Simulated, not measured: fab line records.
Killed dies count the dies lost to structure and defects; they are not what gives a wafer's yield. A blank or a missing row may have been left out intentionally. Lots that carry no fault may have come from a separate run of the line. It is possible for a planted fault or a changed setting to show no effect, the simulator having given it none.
One fault seen from 2 desks | flow berkeley cmos170 | only its own numbers are on each desk; what lay behind them is given at the end

## THE METROLOGY DESK
What the gauges read, lot by lot, whatever tool the lot ran on: means of the sampled wafers that have a number. The brackets show how far a lot's mean lies from the usual mean; more than 4 standard deviations puts the lot out of limits, marked OUT.
Columns: A = GATE_OXIDE_THK at UCB170_GATE_THK_MEAS_02, usual 6.64 nm
lot  | first seen here | A
L616 | day 7 05:44     | 6.65
L615 | day 7 05:45     | 6.65
L618 | day 7 13:28     | 6.83
L619 | day 7 13:28     | 6.79
L621 | day 7 19:49     | 6.70
L623 | day 8 13:43     | 6.52
L624 | day 8 13:43     | 6.58
L626 | day 9 05:06     | 6.68
L627 | day 9 05:06     | 6.77
L628 | day 9 05:06     | 6.68
L629 | day 10 03:46    | 6.46
L630 | day 10 03:50    | 6.74
L632 | day 10 17:47    | 4.76 (-16) OUT
L633 | day 10 17:47    | 4.79 (-15) OUT
L634 | day 10 17:47    | 4.69 (-16) OUT
This desk reports L632, L633, L634 out of limits; the earliest was L632 at day 10 17:47 (GATE_OXIDE_THK at UCB170_GATE_THK_MEAS_02). L616, L615, L618, L619, L621, L623, L624, L626, L627, L628, L629, L630 stayed within limits.

## FOR THE TOOL OWNER'S DESK: furnace-02
The tool's own readings at UCB170_GATE_OXIDATION_01 (target thk 6.6 nm, ox time 1800 s): means of the sampled wafers that have a number, for each lot that ran on this tool. The brackets show how far a lot's mean lies from the usual mean; more than 4 standard deviations puts the lot out of limits, marked OUT.
Columns: A = spike tc centre C at UCB170_GATE_OXIDATION_01, usual 852.3 C; B = spike tc load C at UCB170_GATE_OXIDATION_01, usual 873.2 C; C = spike tc source C at UCB170_GATE_OXIDATION_01, usual 872.9 C; D = tube center temp C at UCB170_GATE_OXIDATION_01, usual 850.01 C; E = tube_center_temp_C_max at UCB170_GATE_OXIDATION_01, usual 852.2
lot  | first seen here | A               | B                | C               | D                        | E
L615 | day 7 04:14     | 852.1           | 875.7            | 873.2           | 850.01                   | 852.1
L616 | day 7 04:14     | 851.7           | 875.0            | 873.6           | 849.96                   | 852.5
L629 | day 10 02:16    | 852.5           | 873.4            | 874.5           | 849.99                   | 852.0
L630 | day 10 02:16    | 852.2           | 875.2            | 872.3           | 850.02                   | 852.2
L632 | day 10 16:16    | 826.8 (-25) OUT | 849.7 (-8.1) OUT | 848.8 (-15) OUT | 825.11 (-99 or more) OUT | 827.8 (-66) OUT
L633 | day 10 16:16    | 826.9 (-25) OUT | 849.7 (-8.1) OUT | 848.3 (-15) OUT | 825.07 (-99 or more) OUT | 827.4 (-67) OUT
L634 | day 10 16:16    | 827.9 (-24) OUT | 849.3 (-8.2) OUT | 849.0 (-15) OUT | 825.02 (-99 or more) OUT | 827.2 (-68) OUT
This desk's verdict: out of limits on L632, L633, L634, starting with L632 at day 10 16:16 (spike tc centre C at UCB170_GATE_OXIDATION_01). L615, L616, L629, L630 stayed within limits.

## PUT TOGETHER
The tool owner's desk could have raised an alarm at day 10 16:16, on L632, L633, L634.
The metrology desk could have raised an alarm at day 10 17:47, on L632, L633, L634.
All the named lots went through UCB170_GATE_OXIDATION_01 on furnace-02.

## WHAT WAS PUT IN BY THE SIMULATOR
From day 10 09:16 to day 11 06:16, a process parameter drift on furnace-02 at UCB170_GATE_OXIDATION_01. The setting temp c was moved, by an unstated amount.
Lots struck among those shown: L632, L633, L634.
Fault start to first reading out of limits, in hours, per desk: tool owner, 7; metrology, 9.
